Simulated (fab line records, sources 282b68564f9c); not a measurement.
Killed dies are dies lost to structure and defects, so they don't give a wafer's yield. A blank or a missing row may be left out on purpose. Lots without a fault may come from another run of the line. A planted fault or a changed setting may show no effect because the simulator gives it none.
Chamber matching | flow rit_cmos | RIT_SDANNEAL_CLEAN_00 on wet_bench-04: 3 sister chambers
The step cleans in SC1, time 600 s. 3 wafers are shown with their chamber, then 8 later ones without.

WAFERS WITH THEIR CHAMBER
wafer  | chamber | bath_guard_temp_C (C)
L103.4 | 0       | 74.6
L106.5 | 1       | 74.6
L111.1 | 2       | 76.5

WAFERS WITHOUT THEIR CHAMBER
wafer  | bath_guard_temp_C (C)
L111.2 | 76.5
L111.6 | 76.7
L113.2 | 76.3
L113.3 | 76.5
L113.5 | 76.0
L114.1 | 74.6
L114.2 | 74.6
L114.4 | 74.6

WHICH CHAMBER EACH WENT THROUGH
wafer  | from the rows above     | in truth
L111.2 | 2                       | 2
L111.6 | 2                       | 2
L113.2 | 2                       | 2
L113.3 | 2                       | 2
L113.5 | 2                       | 2
L114.1 | can't be placed: 0 or 1 | 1
L114.2 | can't be placed: 0 or 1 | 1
L114.4 | can't be placed: 0 or 1 | 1
Placed correctly: 5 of 8. Can't be placed from these rows: 3 (the true chamber is among the candidates in 3). Placed wrongly: 0.
How it was worked out, from the rows above alone: a wafer's distance from a chamber is the root of the sum, over the readings, of the square of ((its reading less the chamber's mean) divided by the reading's scatter). The wafer belongs to the nearest chamber; if the next one is less than 2 further off, it can't be placed. A chamber's mean is the mean of its shown wafers. The scatter: with one shown wafer a chamber, the root of the mean of the squares of how far each hidden wafer lies from its nearest shown one.
